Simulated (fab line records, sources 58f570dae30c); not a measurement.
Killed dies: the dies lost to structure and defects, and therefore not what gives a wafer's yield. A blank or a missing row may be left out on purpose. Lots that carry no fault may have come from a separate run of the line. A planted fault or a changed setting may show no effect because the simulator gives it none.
Split-lot experiment -- flow berkeley-cmos170 -- on a route of 331 steps: 5 lots, 23 wafers read

## ABOUT THE SPLIT
At UCB170_V2_PEB_10, the setting peb-temp-c was moved away from the recipe's 130 C on 11 of the 23 wafers read, by -1.8% to +2.8%. All remaining wafers had this setting at the recipe value.

## FROM THE SPLIT TO THE READING: what the file shows between them, 4 steps
- UCB170_V2_DEVELOP_11: develop time 45 s
- UCB170_V2_CD_MEAS_12: target cd 700 nm
- UCB170_V2_ETCH_14: etches SiO2 in CHF3/CF4/Ar, stops on Al, target depth 1250 nm, time 291 s
- UCB170_V2_STRIP_15: strips in O2

## THE READING
Shown in nm: cd-nm at UCB170_V2_CD_MEAS_90, with target cd 700 nm. Typical for fault-free wafers on this fab line: 700.0 nm, with standard deviation 1.5 nm.

wafer,"tool, chamber at the split","peb-temp-c as run, C",against the recipe,"cd-nm, nm",against lot-mates on the recipe
L075.3,"litho-track-02, 0",130,recipe,700.0,-
L075.4,"litho-track-02, 0",130,recipe,700.4,-
L075.5,"litho-track-02, 0",130,recipe,699.1,-
L079.1,"litho-track-01, 0",130,recipe,697.9,-
L079.2,"litho-track-01, 0",132,+1.5%,712.0,+13.4
L079.3,"litho-track-01, 0",132,+1.5%,710.8,+12.2
L079.4,"litho-track-01, 0",130,recipe,699.3,-
L079.6,"litho-track-01, 0",132,+1.5%,710.9,+12.3
L082.1,"litho-track-04, 0",130,recipe,698.5,-
L082.2,"litho-track-04, 0",127.7,-1.8%,682.6,-16.9
L082.3,"litho-track-04, 0",127.7,-1.8%,681.5,-18.0
L082.5,"litho-track-04, 0",127.7,-1.8%,684.0,-15.5
L082.6,"litho-track-04, 0",130,recipe,700.5,-
L084.1,"litho-track-02, 0",132.8,+2.2%,716.3,+15.2
L084.3,"litho-track-02, 0",130,recipe,700.6,-
L084.4,"litho-track-02, 0",130,recipe,701.5,-
L084.5,"litho-track-02, 0",132.8,+2.2%,716.6,+15.6
L084.6,"litho-track-02, 0",132.8,+2.2%,717.5,+16.5
L085.1,"litho-track-04, 0",130,recipe,700.9,-
L085.3,"litho-track-04, 0",133.6,+2.8%,719.6,+19.0
L085.4,"litho-track-04, 0",133.6,+2.8%,720.3,+19.7
L085.5,"litho-track-04, 0",130,recipe,700.0,-
L085.6,"litho-track-04, 0",130,recipe,700.9,-

THE FIT
A straight line over all 23 wafers: cd-nm changes by +8.15 nm for each +1% of peb-temp-c; r = +0.99; the points scatter about the line by 1.5 nm.
The same after taking each lot's own level away (the mean of its wafers on the recipe; 23 wafers): +7.97 nm for each +1%; r = +0.99; scatter 1.4 nm.
The reading moves by 22 nm for the largest change in peb-temp-c, on that fit.
From 698.60 to 701.05 nm: that is the span of the lots' own levels, equal to 1.6 times the standard deviation above.
The two slopes agree, so the slope changes little with the lot-to-lot level.
Check: with one of the wafers moved furthest among these (+2.8%) left out of the fit, the line predicts +21.8 nm for it against its lot-mates. Against them it came out at +19 nm.

## THE WHOLE CHAIN: every reading that the file lists as answering this split, in the file's order
step,what it does,reading,change (the file's fit),r (the file's)
UCB170_V2_CD_MEAS_12,target cd 700 nm,cd-nm,+7.78 nm for each +1% of the setting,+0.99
UCB170_V2_ETCH_14,"etches SiO2 in CHF3/CF4/Ar, stops on Al, target depth 1250 nm, time 291 s","V2.cd-nm (the simulator's own value, which no gauge read)",+7.68 nm for each +1% of the setting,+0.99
UCB170_V2_CD_MEAS_90,target cd 700 nm,cd-nm,+7.68 nm for each +1% of the setting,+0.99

## FILE'S OWN FIT
cd-nm changes by +7.68 nm for each +1% of peb-temp-c, r = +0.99.
